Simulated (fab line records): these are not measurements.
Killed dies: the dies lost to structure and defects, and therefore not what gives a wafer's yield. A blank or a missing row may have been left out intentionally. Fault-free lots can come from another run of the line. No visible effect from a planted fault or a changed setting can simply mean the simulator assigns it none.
Which of the tools did it? :: flow rit cmos :: 14 lots with 42 wafers sampled at 2 steps, on a route of 202 steps

## WHAT EACH GAUGE READ, for each wafer
The record holds no reading of a measuring or inspecting step that can be judged against a usual standard deviation.

## EACH LOT AND THE TOOL THAT RAN IT (in order: tool; ch and the chambers of the sampled wafers; start)
lot: L485
RIT_NWELL_IMPLANT_08: implanter-03 ch 0, day 1 22:33
RIT_M1_PROBE_99: -

lot: L486
RIT_NWELL_IMPLANT_08: implanter-03 ch 0, day 2 03:28
RIT_M1_PROBE_99: -

lot: L489
RIT_NWELL_IMPLANT_08: implanter-02 ch 0, day 3 00:25
RIT_M1_PROBE_99: -

lot: L490
RIT_NWELL_IMPLANT_08: implanter-04 ch 0, day 3 00:43
RIT_M1_PROBE_99: -

lot: L491
RIT_NWELL_IMPLANT_08: implanter-02 ch 0, day 3 07:26
RIT_M1_PROBE_99: prober-01, day 4 19:51

lot: L493
RIT_NWELL_IMPLANT_08: implanter-03 ch 0, day 3 14:14
RIT_M1_PROBE_99: -

lot: L495
RIT_NWELL_IMPLANT_08: implanter-03 ch 0, day 3 23:15
RIT_M1_PROBE_99: -

lot: L497
RIT_NWELL_IMPLANT_08: implanter-03 ch 0, day 4 09:54
RIT_M1_PROBE_99: prober-01, day 5 22:18

lot: L498
RIT_NWELL_IMPLANT_08: implanter-04 ch 0, day 4 14:29
RIT_M1_PROBE_99: prober-02, day 6 03:26

lot: L499
RIT_NWELL_IMPLANT_08: implanter-03 ch 0, day 4 18:56
RIT_M1_PROBE_99: -

lot: L501
RIT_NWELL_IMPLANT_08: implanter-02 ch 0, day 5 05:41
RIT_M1_PROBE_99: -

lot: L503
RIT_NWELL_IMPLANT_08: implanter-04 ch 0, day 5 16:13
RIT_M1_PROBE_99: -

lot: L506
RIT_NWELL_IMPLANT_08: implanter-04 ch 0, day 6 05:32
RIT_M1_PROBE_99: -

lot: L507
RIT_NWELL_IMPLANT_08: implanter-04 ch 0, day 6 11:38
RIT_M1_PROBE_99: -
- RIT_NWELL_IMPLANT_08
- RIT_M1_PROBE_99

## AS READ BY THE TOOLS THEMSELVES (means over the sampled wafers that have a number; for cases with no such wafer, the mark the record gives instead)
RIT_NWELL_IMPLANT_08. Usual: beam energy keV 170.00, standard deviation 0.048; tilt deg 7.001 degrees, standard deviation 0.021.
lot: L485
tool: implanter-03
beam energy keV: 170.05
tilt deg (degrees): 7.014
flag: 

lot: L486
tool: implanter-03
beam energy keV: 169.98
tilt deg (degrees): 7.004
flag: 

lot: L489
tool: implanter-02
beam energy keV: 169.97
tilt deg (degrees): 6.993
flag: 

lot: L490
tool: implanter-04
beam energy keV: 170.00
tilt deg (degrees): 7.023
flag: 

lot: L491
tool: implanter-02
beam energy keV: 169.98
tilt deg (degrees): 6.980
flag: 

lot: L493
tool: implanter-03
beam energy keV: 169.96
tilt deg (degrees): 7.004
flag: 

lot: L495
tool: implanter-03
beam energy keV: 170.03
tilt deg (degrees): 6.998
flag: 

lot: L497
tool: implanter-03
beam energy keV: 170.03
tilt deg (degrees): 6.991
flag: 

lot: L498
tool: implanter-04
beam energy keV: 169.97
tilt deg (degrees): 6.983
flag: 

lot: L499
tool: implanter-03
beam energy keV: 170.00
tilt deg (degrees): 7.004
flag: 

lot: L501
tool: implanter-02
beam energy keV: 169.98
tilt deg (degrees): 7.018
flag: 

lot: L503
tool: implanter-04
beam energy keV: 170.10
tilt deg (degrees): 6.985
flag: 

lot: L506
tool: implanter-04
beam energy keV: 182.35
tilt deg (degrees): 6.964
flag: OFF

lot: L507
tool: implanter-04
beam energy keV: 182.35
tilt deg (degrees): 7.003
flag: OFF

RIT_M1_PROBE_99. Usual: killed_at_M0_to_M3 0.0, standard deviation 0.14; killed at contacts 0.1, standard deviation 0.29; killed at front end 7, standard deviation 3; killed dies 8, standard deviation 3; killed open 3.7, standard deviation 2; killed short 3.8, standard deviation 2.1.
lot: L491
tool: prober-01
killed_at_M0_to_M3: 0.0
killed at contacts: 0.3
killed at front end: 5
killed dies: 5
killed open: 4.0
killed short: 1.0
flag: 

lot: L497
tool: prober-01
killed_at_M0_to_M3: 0.0
killed at contacts: 0.0
killed at front end: 10
killed dies: 10
killed open: 4.0
killed short: 5.7
flag: 

lot: L498
tool: prober-02
killed_at_M0_to_M3: 0.0
killed at contacts: 0.7
killed at front end: 7
killed dies: 8
killed open: 4.0
killed short: 4.0
flag: 

## THE ANSWER, worked out from the rows above alone
Rule: a lot is off if the mean of its wafers that have a number lies more than 3 standard deviations from the usual mean. Also off: a lot with no number at a reading for which 4 or more lots have one. All remaining lots with rows at the step are treated as sound. Order of review: gauges by route order, followed by the tools' own readings, for which a lot's mean as printed above is used. At the first step where some lot is off, the reading lying furthest off is the one used; lots without a number count as furthest.
Off: L506, L507 (RIT_NWELL_IMPLANT_08, beam energy keV).
If a tool, at that step or one of the process steps before it, ran each lot that is off and ran no sound lot following the first of them, it fits. One candidate fits, namely implanter-04 at RIT_NWELL_IMPLANT_08. A fault onset in the window from L503 (day 5 16:13, its last sound lot) to L506 (day 6 05:32, its first lot off) fits.
On the lots that are off, the tool's own readings at RIT_NWELL_IMPLANT_08 differ by more than 5 times the standard deviation of the sound lots' means, which bears it out; beam energy keV reads 182.35 there versus 170.00 on the sound lots.

## WHAT THE SIMULATOR PUT IN
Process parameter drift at RIT_NWELL_IMPLANT_08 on implanter-04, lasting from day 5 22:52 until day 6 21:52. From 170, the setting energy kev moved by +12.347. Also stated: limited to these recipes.
Shown lots that were struck: L506, L507. This agrees with what the rule above found.
